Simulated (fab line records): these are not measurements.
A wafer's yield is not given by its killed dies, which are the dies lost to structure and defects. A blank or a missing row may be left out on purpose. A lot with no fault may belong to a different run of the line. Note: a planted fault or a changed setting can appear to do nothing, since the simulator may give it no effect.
Which tool is to blame? || flow rit-cmos || 21 wafers from 7 lots sampled at 2 of the route's 202 steps

## WHAT EACH GAUGE READ, for each wafer
RIT_PLDD_TW_MEAS_10.
{"lot": "L283", "measured": "day 3 10:44", "on": "film-metro-03", "PLDD_TW": "2373 2389 2388"}
{"lot": "L285", "measured": "day 3 20:37", "on": "film-metro-02", "PLDD_TW": "2380 2383 2380"}
{"lot": "L287", "measured": "day 4 07:01", "on": "film-metro-01", "PLDD_TW": "2337 2337 2345"}
{"lot": "L289", "measured": "day 4 21:36", "on": "film-metro-02", "PLDD_TW": "2338 2346 2358"}
{"lot": "L293", "measured": "day 5 13:38", "on": "film-metro-02", "PLDD_TW": "2350 2352 2353"}
{"lot": "L296", "measured": "day 6 07:59", "on": "film-metro-01", "PLDD_TW": "2342 2345 2331"}
{"lot": "L300", "measured": "day 7 04:52", "on": "film-metro-01", "PLDD_TW": "2206 2207 2206"}

## WHICH TOOL RAN EACH LOT (tool, then ch and the chambers of the sampled wafers, then the start)
{"lot": "L283", "RIT_PLDD_IMPLANT_08": "implanter-03 ch 0, day 3 10:25"}
{"lot": "L285", "RIT_PLDD_IMPLANT_08": "implanter-04 ch 0, day 3 20:19"}
{"lot": "L287", "RIT_PLDD_IMPLANT_08": "implanter-03 ch 0, day 4 06:41"}
{"lot": "L289", "RIT_PLDD_IMPLANT_08": "implanter-04 ch 0, day 4 21:16"}
{"lot": "L293", "RIT_PLDD_IMPLANT_08": "implanter-04 ch 0, day 5 13:19"}
{"lot": "L296", "RIT_PLDD_IMPLANT_08": "implanter-04 ch 0, day 6 07:41"}
{"lot": "L300", "RIT_PLDD_IMPLANT_08": "implanter-03 ch 0, day 7 04:33"}
- RIT_PLDD_IMPLANT_08

## THE ANSWER, worked out from the rows above alone
Rule: the usual values come from the lots themselves. Put in order of their means at a reading, lots are off if they are a third of the lots or fewer, leave a main group of 4 or more, and stand apart from it by a gap of 3 or more times the standard deviation of the main group's means; of several such gaps the widest counts. A main group is skipped when, at the precision printed for the reading in the tables above, its means are all equal. A lot without any number at a reading at which 4 lots or more have one is off too. The other lots that the step has rows for count as sound.
Off: at RIT_PLDD_TW_MEAS_10 (PLDD_TW), L300. The main group has a mean of 2357 with a standard deviation of 18.
A tool fits if, at a process step before that reading, it ran every lot that is off, and no sound lot after the first of them. Those tools and the gauges at RIT_PLDD_TW_MEAS_10 are tried in the same way. 2 tools fit, implanter-03 at RIT_PLDD_IMPLANT_08 and film-metro-01 at RIT_PLDD_TW_MEAS_10, so this cannot tell which one it is.

## WHAT THE SIMULATOR HAD PUT IN
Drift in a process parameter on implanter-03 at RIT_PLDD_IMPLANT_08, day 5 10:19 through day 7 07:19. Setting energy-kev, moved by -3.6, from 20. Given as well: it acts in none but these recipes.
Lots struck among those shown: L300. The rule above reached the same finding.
